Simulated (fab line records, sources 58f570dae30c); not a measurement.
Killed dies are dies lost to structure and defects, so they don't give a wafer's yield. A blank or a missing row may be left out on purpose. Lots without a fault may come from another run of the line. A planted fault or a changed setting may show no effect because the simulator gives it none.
Problem report in the 8D (eight disciplines) form, filled by code | flow berkeley_cmos170 | the parts of the form that need people (team, actions taken, sign-off) are left out

1. THE PROBLEM
bias_w at UCB170_M2_METAL_ETCH_18 reads a mean of 138.7 W on 6 wafers of 2 lots; wafers without a fault read 120.0 W with a standard deviation of 0.34. That is +55 standard deviations from the usual mean.
The step: etches Al in Cl2/BCl3, stops on SiO2, target depth 1170 nm, time 195 s.
First seen on wafer L454.2, day 12 21:15, on rie_metal-03. The record holds 42 wafers of 14 lots with a number at this step. Rule for "out", or "out of limits": more than 4 standard deviations from the usual mean. The other wafers with a number count as sound.

2. WHAT IT IS AND WHAT IT IS NOT
question                    | is                     | is not
which readings at this step | bias_w                 | drypump_motor_current_A, oes_product_au, throttle_valve_pct
which lots                  | L454, L455             | L434, L437, L438, L439, L440, L442, L443, L444, L446, L447, L448, L450
which wafers of those lots  | all that have a number | -
read on which tools         | rie_metal-03           | rie_metal-01, rie_metal-04
when                        | from day 12 21:15      | up to then (36 sound wafers)

3. SUSPECTS, AND WHAT RULES EACH OUT
Counting: a tool at a process step up to the reading stays a suspect if it ran every lot that is out and no sound lot after the first of them.
- rie_metal-03 at UCB170_M2_METAL_ETCH_18 (etches Al in Cl2/BCl3, stops on SiO2, target depth 1170 nm, time 195 s): kept. It ran every lot that is out, first L454 (day 12 21:15), and no sound lot after that; its last sound lot up to then is L450 (day 12 16:40). Its own readings are out on those wafers: bias_w.
Left after counting: rie_metal-03 at UCB170_M2_METAL_ETCH_18.

4. THE CAUSE (what the simulator had put in)
Process parameter drift: rie_metal-03, from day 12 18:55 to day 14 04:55, at UCB170_M2_METAL_ETCH_18. Setting bias_w, moved by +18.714, from 120. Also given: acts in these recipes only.
Counting left only this tool.

5. THE CHAIN OF EFFECTS, in route order
Each row: a reading whose mean over the struck wafers that have a number lies more than 3 standard deviations from the usual. Only readings for which the record gives a usual standard deviation are gone through. hours: the time from each lot's start at the first step in this table that gives one to its start at this step, as a median over the lots. sigmas: the change in usual standard deviations.
hours | step                    | reading | usual   | on struck wafers | change | sigmas
0     | UCB170_M2_METAL_ETCH_18 | bias_w  | 120.0 W | 138.7            | +18.7  | +55
The process steps in it:
- UCB170_M2_METAL_ETCH_18: etches Al in Cl2/BCl3, stops on SiO2, target depth 1170 nm, time 195 s.

6. WHAT WOULD HAVE CAUGHT IT SOONER
In this record the first reading out of limits was taken at day 12 21:15, 2 hours after the fault began at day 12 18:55.
